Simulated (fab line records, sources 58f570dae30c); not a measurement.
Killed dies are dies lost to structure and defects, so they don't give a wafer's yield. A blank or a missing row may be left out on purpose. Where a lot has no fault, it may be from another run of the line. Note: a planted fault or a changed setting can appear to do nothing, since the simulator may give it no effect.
Problem report, 8D (eight disciplines) form, completed by code -- flow berkeley_cmos170 -- the parts of the form that need people (team, actions taken, sign-off) are left out

== 1. PROBLEM STATEMENT ==
Mean CONTACT_OVL at UCB170_CONTACT_OVL_MEAS_16: -130 nm over 12 wafers in 4 lots; fault-free wafers: -2 nm, standard deviation 4.7. That is -27 standard deviations from the usual mean.
The first sign was on wafer L661.2 at day 10 03:46, on overlay-02. Wafers with a number at this step in the record: 48, from 16 lots. The rule behind "out" and "out of limits": a value lying over 4 standard deviations away from the usual mean. Any other wafer with a number is counted as sound.

== 2. WHAT IT IS AND WHAT IT IS NOT ==
question,is,is not
which readings at this step,CONTACT_OVL,-
which lots,"L661, L663, L664, L666","L651, L652, L653, L654, L655, L656, L657, L658, L662, L668, L670, L674"
which wafers of those lots,all that have a number,-
read on which gauges,"overlay-01, overlay-02",-
when,from day 10 03:46,"up to then (24 sound wafers); but 12 sound wafers of L662, L668, L670, L674 came after"

== 3. WHAT RULES OUT EACH SUSPECT ==
Counting: a tool stays on the suspect list if, at a process step up to the reading, it processed all lots that are out and no sound lot following the first of them.
- the gauge at UCB170_CONTACT_OVL_MEAS_16: ruled out. 2 gauges (overlay-01, overlay-02) read the wafers that are out.
- krf_scanner-01 at UCB170_CONTACT_EXPOSE_12 (exposes mask CONT, target cd 700 nm): kept. Every lot that is out went through it, starting with L661 (day 10 02:37), and after that it ran no sound lot; the last sound lot it ran before then is L658 (day 9 17:27).
After counting, what remains is krf_scanner-01 at UCB170_CONTACT_EXPOSE_12.

== 4. THE CAUSE (what the simulator had put in) ==
Scanner matching overlay: krf_scanner-01, from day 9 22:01 on, at UCB170_CONTACT_EXPOSE_12. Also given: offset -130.
After counting, this tool was the only one left.

== 5. THE EFFECT CHAIN, in route order ==
Each row: a reading where the mean over the struck wafers with a number is more than 3 standard deviations away from the usual. Scope: only readings with a usual standard deviation given in the record; hours: median across lots of the time from each lot's start at the first step in this table that gives one to its start at this step; sigmas: change in usual standard deviations.
hours,step,reading,usual,on struck wafers,change,sigmas
0,UCB170_CONTACT_OVL_MEAS_16,CONTACT_OVL,-2 nm,-130,-128,-27

== 6. HOW IT WOULD HAVE BEEN CAUGHT EARLIER ==
Counted from the fault's start at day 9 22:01, it took 6 hours until the first out-of-limits reading at a measuring or inspecting step in this record, taken at day 10 03:46.
An alarm limit of 4 standard deviations would not have fired on the tool readings at UCB170_CONTACT_EXPOSE_12 for which the record gives a usual standard deviation, since none of them was out on any struck wafer.
L663, L664, L666, from the lots that are out (4), started UCB170_CONTACT_EXPOSE_12 on krf_scanner-01 later than day 10 03:46. A hold on the tool at that time would have spared those 3.
